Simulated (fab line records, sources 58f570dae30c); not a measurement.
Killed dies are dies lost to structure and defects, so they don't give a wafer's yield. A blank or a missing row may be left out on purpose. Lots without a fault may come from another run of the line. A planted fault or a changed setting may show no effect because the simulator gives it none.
One fault seen from 2 desks | flow berkeley_cmos170 | each desk has only its own numbers; what lay behind them comes last

THE METROLOGY DESK
What the gauges read, lot by lot, whatever tool the lot ran on: means of the sampled wafers that have a number. A lot is out of limits, marked OUT, if its mean lies more than 4 standard deviations from the usual mean; the brackets give that distance.
Columns: A = PWELL_OVL at UCB170_PWELL_OVL_MEAS_13, usual 0 nm; B = PSD_RS at UCB170_SDANNEAL_RS_MEAS_02, usual 75.58 ohm/sq; C = M3_OVL at UCB170_M3_OVL_MEAS_16, usual 1 nm
lot  | first seen here | A  | B               | C
L424 | day 2 22:14     | 3  | 75.65           | -4
L425 | day 3 02:15     | -3 | 75.71           | 3
L426 | day 3 07:08     | 1  | 75.32           | 5
L427 | day 3 13:55     | 7  | 97.01 (+82) OUT | -
L428 | day 3 23:20     | 2  | 75.20           | 1
L429 | day 3 23:36     | -7 | 75.50           | -1
L431 | day 4 11:05     | 0  | 96.86 (+82) OUT | -
L432 | day 4 18:03     | -0 | 97.32 (+84) OUT | -
L435 | day 5 13:17     | -2 | 75.55           | 8
L438 | day 6 07:45     | -2 | 75.39           | 10
L443 | day 6 20:53     | -3 | 75.73           | -6
L444 | day 7 15:20     | 4  | 75.83           | -7
L447 | day 7 15:46     | 4  | 75.58           | 5
L445 | day 7 16:05     | 1  | 75.87           | 5
L446 | day 7 16:36     | -4 | 75.47           | -1
This desk's finding: out of limits on L427, L431, L432; first on L427, day 7 16:30 (PSD_RS at UCB170_SDANNEAL_RS_MEAS_02). In limits: L424, L425, L426, L428, L429, L435, L438, L443, L444, L447, L445, L446.

THE TOOL OWNER'S DESK: rtp_anneal-01
The tool's own readings at UCB170_SDANNEAL_RTA_01 (time 5 s): means of the sampled wafers that have a number, for each lot that ran on this tool. A lot is out of limits, marked OUT, if its mean lies more than 4 standard deviations from the usual mean; the brackets give that distance.
Columns: A = lamp_power_pct at UCB170_SDANNEAL_RTA_01, usual 36.4 %; B = wafer_temp_C_max at UCB170_SDANNEAL_RTA_01, usual 1053.6
lot  | first seen here | A    | B
L425 | day 7 03:25     | 37.5 | 1055.2
L426 | day 7 06:59     | 37.6 | 1056.0
L427 | day 7 16:25     | 34.0 | 1014.9 (-32) OUT
L431 | day 8 04:43     | 34.0 | 1014.0 (-33) OUT
L432 | day 8 06:20     | 34.0 | 1014.6 (-33) OUT
L445 | day 11 14:06    | 37.5 | 1053.6
L446 | day 11 14:13    | 37.6 | 1054.9
This desk's finding: out of limits on L427, L431, L432; first on L427, day 7 16:25 (wafer_temp_C_max at UCB170_SDANNEAL_RTA_01). In limits: L425, L426, L445, L446.

PUT TOGETHER
The tool owner's desk could have raised an alarm at day 7 16:25, on L427, L431, L432.
The metrology desk could have raised an alarm at day 7 16:30, on L427, L431, L432.
Of the lots named, all ran UCB170_SDANNEAL_RTA_01 on rtp_anneal-01.

WHAT THE SIMULATOR HAD PUT IN
Process parameter drift: rtp_anneal-01, from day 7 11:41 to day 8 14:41, at UCB170_SDANNEAL_RTA_01. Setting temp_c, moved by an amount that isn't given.
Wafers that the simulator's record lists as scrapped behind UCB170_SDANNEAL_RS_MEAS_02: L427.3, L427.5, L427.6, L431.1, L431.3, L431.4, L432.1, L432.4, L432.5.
Lots struck among those shown: L427, L431, L432.
Hours from the fault's start to each desk's first reading out of limits: the tool owner's desk, 5; the metrology desk, 5.
